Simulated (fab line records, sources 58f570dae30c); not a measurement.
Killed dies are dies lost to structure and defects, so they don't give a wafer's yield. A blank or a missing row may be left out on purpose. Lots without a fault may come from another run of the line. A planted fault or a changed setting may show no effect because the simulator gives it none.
Tool commonality check | flow berkeley_cmos170 | 14 lots, 42 wafers sampled

WHY IT WAS OPENED
At UCB170_M2_RS_MEAS_02 the reading M2_AL_RS is flagged on 2 of 14 lots. Wafers without a fault read 0.0321 ohm/sq, standard deviation 0.00031.
Rule: a lot is flagged when every wafer of it that has a number lies more than 4 standard deviations from that mean, or none has a number. The other lots count as sound.

lot  | measured     | on            | M2_AL_RS (ohm/sq), wafer by wafer | flag
L811 | day 7 23:10  | film_metro-01 | 0.0324 0.0319 0.0320              |
L813 | day 7 23:17  | film_metro-04 | 0.0322 0.0320 0.0319              |
L809 | day 7 23:29  | film_metro-04 | 0.0317 0.0318 0.0315              |
L812 | day 7 23:47  | film_metro-04 | 0.0319 0.0318 0.0319              |
L815 | day 8 20:12  | film_metro-01 | 0.0319 0.0320 0.0317              |
L814 | day 9 01:08  | film_metro-03 | 0.0326 0.0326 0.0329              |
L816 | day 9 01:15  | film_metro-04 | 0.0321 0.0319 0.0323              |
L820 | day 9 21:55  | film_metro-03 | 0.0319 0.0319 0.0316              |
L818 | day 9 22:05  | film_metro-04 | 0.0323 0.0321 0.0325              |
L823 | day 10 18:45 | film_metro-01 | 0.0319 0.0322 0.0321              |
L825 | day 11 02:11 | film_metro-03 | 0.0361 0.0362 0.0361              | FLAGGED
L828 | day 11 09:26 | film_metro-01 | 0.0364 0.0365 0.0366              | FLAGGED
L830 | day 12 00:56 | film_metro-03 | 0.0323 0.0322 0.0321              |
L831 | day 12 01:38 | film_metro-01 | 0.0317 0.0320 0.0319              |
The numbers of the flagged lots are 0.0363 ohm/sq on average: +0.0042 ohm/sq against the usual, or +14 standard deviations.

WHICH TOOL RAN EACH LOT
The record holds 3 process steps before the reading, out of a route of 331 steps. In each cell: the tool, then ch and the chambers that the sampled wafers went through, then the start.
lot  | flag    | UCB170_ACTIVE_STRIP_16              | UCB170_GATE_STRIP_16                 | UCB170_M2_SPUTTER_01
L811 |         | plasma_asher-03 ch 0,1, day 4 23:09 | plasma_asher-03 ch 0,1, day 6 15:31  | pvd_sputter-02, day 7 23:04
L813 |         | plasma_asher-04 ch 0,1, day 4 23:29 | plasma_asher-02 ch 0,1, day 6 15:14  | pvd_sputter-04, day 7 23:13
L809 |         | plasma_asher-02 ch 0,1, day 4 15:43 | plasma_asher-02 ch 0,1, day 6 13:01  | pvd_sputter-03, day 7 23:20
L812 |         | plasma_asher-02 ch 0,1, day 4 23:19 | plasma_asher-02 ch 0,1, day 6 17:12  | pvd_sputter-02, day 7 23:41
L815 |         | plasma_asher-03 ch 0,1, day 5 17:26 | plasma_asher-02 ch 0,1, day 7 17:01  | pvd_sputter-04, day 8 20:03
L814 |         | plasma_asher-02 ch 0,1, day 5 11:21 | plasma_asher-02 ch 0,1, day 7 18:57  | pvd_sputter-02, day 9 01:02
L816 |         | plasma_asher-02 ch 0,1, day 5 17:40 | plasma_asher-04 ch 0, day 7 17:49    | pvd_sputter-04, day 9 01:08
L820 |         | plasma_asher-02 ch 0,1, day 6 15:41 | plasma_asher-03 ch 1, day 8 14:14    | pvd_sputter-03, day 9 21:50
L818 |         | plasma_asher-03 ch 0,1, day 6 11:20 | plasma_asher-02 ch 0,1, day 8 13:58  | pvd_sputter-02, day 9 21:57
L823 |         | plasma_asher-02 ch 0,1, day 7 10:59 | plasma_asher-02 ch 0,1, day 9 05:19  | pvd_sputter-04, day 10 18:38
L825 | FLAGGED | plasma_asher-02 ch 0,1, day 7 16:06 | plasma_asher-02 ch 0,1, day 9 18:22  | pvd_sputter-02, day 11 02:05
L828 | FLAGGED | plasma_asher-02 ch 0,1, day 8 10:27 | plasma_asher-02 ch 0,1, day 10 00:26 | pvd_sputter-02, day 11 09:17
L830 |         | plasma_asher-04 ch 0,1, day 8 16:30 | plasma_asher-03 ch 0,1, day 10 17:03 | pvd_sputter-04, day 12 00:50
L831 |         | plasma_asher-03 ch 0,1, day 8 16:16 | plasma_asher-04 ch 0,1, day 10 17:14 | pvd_sputter-03, day 12 01:31
What these steps do:
- UCB170_ACTIVE_STRIP_16: strips in O2.
- UCB170_GATE_STRIP_16: strips in O2.
- UCB170_M2_SPUTTER_01: material Al, target thk 900 nm, time 120 s.
- UCB170_M2_RS_MEAS_02: measures by four-point-probe.

FLAGGED OVER TOTAL, TOOL BY TOOL (the gauges that took the reading come last)
step                   | tool            | lots run | flagged | share of the flagged lots | sound lots run after its first flagged lot
UCB170_ACTIVE_STRIP_16 | plasma_asher-02 | 8        | 2       | all                       | 0
UCB170_ACTIVE_STRIP_16 | plasma_asher-03 | 4        | 0       | none                      | -
UCB170_ACTIVE_STRIP_16 | plasma_asher-04 | 2        | 0       | none                      | -
UCB170_GATE_STRIP_16   | plasma_asher-02 | 9        | 2       | all                       | 0
UCB170_GATE_STRIP_16   | plasma_asher-03 | 3        | 0       | none                      | -
UCB170_GATE_STRIP_16   | plasma_asher-04 | 2        | 0       | none                      | -
UCB170_M2_SPUTTER_01   | pvd_sputter-02  | 6        | 2       | all                       | 0
UCB170_M2_SPUTTER_01   | pvd_sputter-03  | 3        | 0       | none                      | -
UCB170_M2_SPUTTER_01   | pvd_sputter-04  | 5        | 0       | none                      | -
UCB170_M2_RS_MEAS_02   | film_metro-01   | 5        | 1       | some                      | 1 (L831)
UCB170_M2_RS_MEAS_02   | film_metro-03   | 4        | 1       | some                      | 1 (L830)
UCB170_M2_RS_MEAS_02   | film_metro-04   | 5        | 0       | none                      | -

WHAT THE TABLE ALLOWS
3 rows of the table ran every flagged lot: plasma_asher-02 at UCB170_ACTIVE_STRIP_16, plasma_asher-02 at UCB170_GATE_STRIP_16, pvd_sputter-02 at UCB170_M2_SPUTTER_01.
- plasma_asher-02 at UCB170_ACTIVE_STRIP_16: 2 of its 8 lots flagged. Its last sound lot is L823 (day 7 10:59), its first flagged lot L825 (day 7 16:06): a fault that began between those two fits.
- plasma_asher-02 at UCB170_GATE_STRIP_16: 2 of its 9 lots flagged. Its last sound lot is L823 (day 9 05:19), its first flagged lot L825 (day 9 18:22): a fault that began between those two fits.
- pvd_sputter-02 at UCB170_M2_SPUTTER_01: 2 of its 6 lots flagged. Its last sound lot is L818 (day 9 21:57), its first flagged lot L825 (day 11 02:05): a fault that began between those two fits.
Counting lots can't tell these 2 tools apart, because each fits a fault that began at some hour. More lots, or a look at what each step does to the wafer, might.

WHAT THE SIMULATOR HAD PUT IN
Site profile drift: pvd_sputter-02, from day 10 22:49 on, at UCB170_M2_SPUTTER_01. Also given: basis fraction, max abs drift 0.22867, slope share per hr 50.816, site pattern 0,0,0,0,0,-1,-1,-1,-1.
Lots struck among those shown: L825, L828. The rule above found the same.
